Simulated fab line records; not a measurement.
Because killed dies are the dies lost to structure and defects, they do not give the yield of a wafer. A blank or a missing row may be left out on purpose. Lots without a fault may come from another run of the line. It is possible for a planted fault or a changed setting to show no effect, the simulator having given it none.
Code-filled problem report in 8D (eight disciplines) form ; flow berkeley-cmos170 ; the parts of the form that need people (team, actions taken, sign-off) are left out

== 1. WHAT IS WRONG ==
At UCB170_M1_CD_MEAS_90, cd-nm averages 685.3 nm over 4 wafers from 2 lots, while fault-free wafers read 699.1 nm, standard deviation 2.2. That puts it -6.3 standard deviations away from the usual mean.
The step: target cd 700 nm.
First seen on wafer L314.2, day 9 02:37, on cd-sem-02. The record holds 42 wafers of 14 lots with a number at this step. Rule for "out" (also "out of limits"): further than 4 standard deviations from the usual mean. The rest of the wafers with a number are treated as sound.

== 2. WHAT THIS IS AND IS NOT ==
question;is;is not
which readings at this step;cd-nm;-
which lots;L314, L316;L305, L306, L307, L309, L310, L313, L315, L317, L319, L324, L326, L328
which wafers of those lots;L314.2, L314.3, L314.6, L316.2;L316.1, L316.6
read on which gauges;cd-sem-01, cd-sem-02;-
when;from day 9 02:37;"up to then (21 sound wafers); but 17 sound wafers of L316, L317, L319, L324, L326, L328 came after"

== 3. SUSPECTS, AND WHAT RULES EACH OUT ==
Counting: a tool at a process step up to the reading stays a suspect if it ran every lot that is out. Sound lots after the first of them don't rule it out here, since some wafers of a struck lot are sound.
- the gauge at UCB170_M1_CD_MEAS_90 is ruled out. 2 gauges (cd-sem-01, cd-sem-02) read the wafers that are out.
- rie-metal-04 at UCB170_M1_METAL_ETCH_12 (etches Al in Cl2/BCl3, stops on PSG, target depth 780 nm, time 130 s): kept. Ran every lot that is out, first one L314 (day 9 02:22); last sound lot up to then L313 (day 8 17:43). Its own readings are out on those wafers: rf-fwd-power-W.
- The sound lot-mates ran in chamber 1 of rie-metal-04 at UCB170_M1_METAL_ETCH_12, but the wafers that are out ran in chamber 0.
Left after counting: rie-metal-04 at UCB170_M1_METAL_ETCH_12.

== 4. THE CAUSE (what the simulator had put in) ==
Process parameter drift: rie-metal-04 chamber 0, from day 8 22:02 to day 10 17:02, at UCB170_M1_METAL_ETCH_12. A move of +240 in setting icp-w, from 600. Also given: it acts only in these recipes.
The count eliminated every tool but this one.

== 5. THE CHAIN OF EFFECTS, in route order ==
One row per reading whose mean, taken over the struck wafers that have a number, lies over 3 standard deviations from the usual. Only readings whose record carries a usual standard deviation are examined. hours: median over the lots of the time between each lot's start at the first step of this table that gives one and its start at this step. sigmas: the change, counted in usual standard deviations.
hours;step;reading;usual;on struck wafers;change;sigmas
0;UCB170_M1_METAL_ETCH_12;rf-fwd-power-W;596.9 W;834.4;+237.5;+99 or more
0;UCB170_M1_STRIP_13;oes-product-au;0.721 a.u.;0.592;-0.129;-29
0;UCB170_M1_CD_MEAS_90;cd-nm;699.1 nm;685.3;-13.8;-6.3
The process steps in it:
- UCB170_M1_METAL_ETCH_12: etches Al in Cl2/BCl3, stops on PSG, target depth 780 nm, time 130 s.
- UCB170_M1_STRIP_13: strips in O2.
Later measuring or inspecting steps at which every struck wafer that the step has a row for has a number for every such reading, and none has moved that far: UCB170_V2_THK_MEAS_01.

== 6. HOW IT WOULD HAVE BEEN CAUGHT EARLIER ==
5 hours passed between the start of the fault at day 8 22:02 and the first reading out of limits at a measuring or inspecting step in this record, taken at day 9 02:37.
Tool's own readings at UCB170_M1_METAL_ETCH_12, rf-fwd-power-W: out on all struck wafers the step has rows for; an alarm limit on them would have tripped on the first.
Lots out: 2; of these, L316 started UCB170_M1_METAL_ETCH_12 on rie-metal-04 after day 9 02:37. It would have been spared by a hold on the tool at that moment.
